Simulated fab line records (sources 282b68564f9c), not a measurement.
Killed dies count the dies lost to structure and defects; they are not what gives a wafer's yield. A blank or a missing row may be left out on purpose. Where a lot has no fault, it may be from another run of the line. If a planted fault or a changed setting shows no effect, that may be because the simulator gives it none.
A struck lot beside a sound one | flow rit_cmos | 15 out of 202 route steps
Sound: the wafers L705.2, L705.3, L705.4. Wafers L718.2, L718.4, L718.5 were the ones struck. The cause is named last.
For every step that has rows: the tool of each side, followed by ch and its chambers, followed by its first start. Under that, the readings that differ: sound wafers | struck wafers | difference of the means | sigmas: that difference in standard deviations of wafers without a fault.
alike: same words and numbers on both sides, and readings whose means sit less than 2 such deviations apart. not compared: any withheld reading, any reading some wafer has no value for, any bound like >300 that may hide the same value, and any number with overlapping values for which the record gives no deviation.
The two part at a step that has a row with sigmas, a row that says differs or no value, or rows on one side only. Numbers that don't overlap but have no deviation are shown without sigmas and don't part them. A reading missing from all wafers of one side parts the sides only when that side holds two or more wafers.

first, 1 step without rows for these wafers: RIT_CONTACT_HARDBAKE_10 (time 60 s).
RIT_CONTACT_ETCH_11: etches SiO2 in CHF3/CF4/Ar, stops on TiSi2, target depth 480 nm, time 320 s.
  sound on rie_diel-02 ch 0,2,3, day 5 03:56; struck on rie_diel-02 ch 0,2, day 8 07:41
  alike: drypump_motor_current_A, oes_product_au, throttle_valve_pct
  not compared: rf_hours_counter_h
RIT_CONTACT_STRIP_12: strips in O2, time 180 s.
  sound on plasma_asher-01 ch 0,1, day 5 04:08; struck on plasma_asher-02 ch 0,1, day 8 07:53
  alike: drypump_motor_current_A
  not compared: rf_hours_counter_h
RIT_CONTACT_CD_MEAS_90 targets a cd of 1000 nm.
  sound on cd_sem-01, day 5 04:20; struck on cd_sem-01, day 8 08:05
  reading    | sound              | struck               | difference | sigmas
  cd_nm (nm) | 996.2 1001.6 997.3 | 1005.4 1002.0 1005.5 | +5.9       | +2
then, 2 steps without rows for these wafers: RIT_CONTACT_CLEAN_13 (cleans in SC1, time 600 s); RIT_CONTACT_CLEAN_14 (cleans in SC2, time 600 s).
RIT_M1_SPUTTER_00: material Al, target thk 400 nm, time 500 s.
  sound on pvd_sputter-02, day 5 04:47; struck on pvd_sputter-01, day 8 08:32
  alike: throttle_valve_pct
RIT_M1_RS_MEAS_01: uses a four-point probe to measure.
  sound on film_metro-02, day 5 05:06; struck on film_metro-02, day 8 08:52
  alike: M1_AL_RS
RIT_M1_THK_MEAS_02: measures by xrf.
  sound on film_metro-02, day 5 05:13; struck on film_metro-02, day 8 08:58
  alike: M1_AL_THK
then, 3 steps without rows for these wafers: RIT_M1_HMDS_03 (prime time 60 s); RIT_M1_COAT_04 (resist thk 1281 nm); RIT_M1_SOFTBAKE_05 (time 60 s).
RIT_M1_EXPOSE_06: exposes mask M12, target cd 2600 nm.
  sound on iline_stepper-02 ch 0, day 5 05:51; struck on iline_stepper-02 ch 0, day 8 09:35
  reading                    | sound                   | struck               | difference | sigmas
  model.M1.overlay_x_nm (nm) | -0.1992 -0.1992 -0.1992 | 0.8902 0.8902 0.8902 | +1.0894    |
  alike: mask
then, 1 step without rows for these wafers: RIT_M1_PEB_07.
RIT_M1_PROBE_99:
  sound on prober-02, day 5 08:58; struck on prober-02, day 8 12:47
  alike: defect_limited_yield, killed_at_front_end, killed_dies, killed_open, killed_short, sort_bin_3_pad_short, sort_bin_5_function, sort_bin_6_memory, sort_n_pass, sort_yield_pct

## WHERE THEY PART
At RIT_CONTACT_CD_MEAS_90 and nowhere else, as far as this record goes. Later steps at which nothing parts them and some readings are alike: RIT_M1_SPUTTER_00, RIT_M1_RS_MEAS_01, RIT_M1_THK_MEAS_02, RIT_M1_EXPOSE_06, RIT_M1_PROBE_99.

WHY: what had been put in by the simulator
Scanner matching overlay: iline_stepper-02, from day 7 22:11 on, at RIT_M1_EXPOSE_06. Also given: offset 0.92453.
